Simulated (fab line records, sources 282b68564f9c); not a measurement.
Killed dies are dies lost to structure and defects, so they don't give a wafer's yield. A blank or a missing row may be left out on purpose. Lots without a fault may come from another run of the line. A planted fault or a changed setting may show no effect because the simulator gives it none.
Which tool did it? | flow rit_cmos | 7 lots, 21 wafers sampled, at 2 steps of a route of 202

WHAT THE GAUGES READ, wafer by wafer
RIT_SPACER_THK_MEAS_04.
lot  | measured    | on            | SPACER_NITRIDE_THK (nm)
L537 | day 3 02:07 | film_metro-01 | 250.0 250.9 253.1
L540 | day 3 19:47 | film_metro-04 | 249.4 250.2 247.8
L542 | day 4 02:57 | film_metro-02 | 251.1 249.2 248.7
L546 | day 4 23:30 | film_metro-02 | 248.9 250.3 248.4
L551 | day 6 00:17 | film_metro-01 | 251.6 253.3 252.3
L553 | day 6 11:14 | film_metro-04 | 266.6 267.2 266.1
L557 | day 7 08:40 | film_metro-01 | 250.9 250.7 250.4

WHICH TOOL RAN EACH LOT (tool, then ch and the chambers of the sampled wafers, then the start)
lot  | RIT_SPACER_CVD_03
L537 | lpcvd-01 ch 1, day 3 00:12
L540 | lpcvd-02 ch 0, day 3 17:52
L542 | lpcvd-02 ch 0, day 4 01:02
L546 | lpcvd-01 ch 0, day 4 21:35
L551 | lpcvd-02 ch 1, day 5 22:22
L553 | lpcvd-02 ch 1, day 6 09:18
L557 | lpcvd-01 ch 0, day 7 06:44
- RIT_SPACER_CVD_03: deposits Si3N4 from SiH2Cl2/NH3, target thk 250 nm, time 3300 s.

THE ANSWER, worked out from the rows above alone
Rule: what is usual is taken from the lots themselves. Put in order of their means at a reading, lots are off if they are a third of the lots or fewer, leave a main group of 4 or more, and stand apart from it by a gap of 3 or more times the standard deviation of the main group's means; of several such gaps the widest counts. A main group whose means are all the same, to the digits that the tables above print for the reading, isn't used. A lot without any number at a reading at which 4 lots or more have one is off too. The other lots that the step has rows for count as sound.
Off: L553, at RIT_SPACER_THK_MEAS_04 (SPACER_NITRIDE_THK). The main group: mean 250.4 nm, standard deviation 1.2.
A tool fits if, at a process step before that reading, it ran every lot that is off, and no sound lot after the first of them. The gauges at RIT_SPACER_THK_MEAS_04 are tried like those tools. Can't be told from this: 2 tools fit, lpcvd-02 at RIT_SPACER_CVD_03, film_metro-04 at RIT_SPACER_THK_MEAS_04.

WHAT THE SIMULATOR HAD PUT IN
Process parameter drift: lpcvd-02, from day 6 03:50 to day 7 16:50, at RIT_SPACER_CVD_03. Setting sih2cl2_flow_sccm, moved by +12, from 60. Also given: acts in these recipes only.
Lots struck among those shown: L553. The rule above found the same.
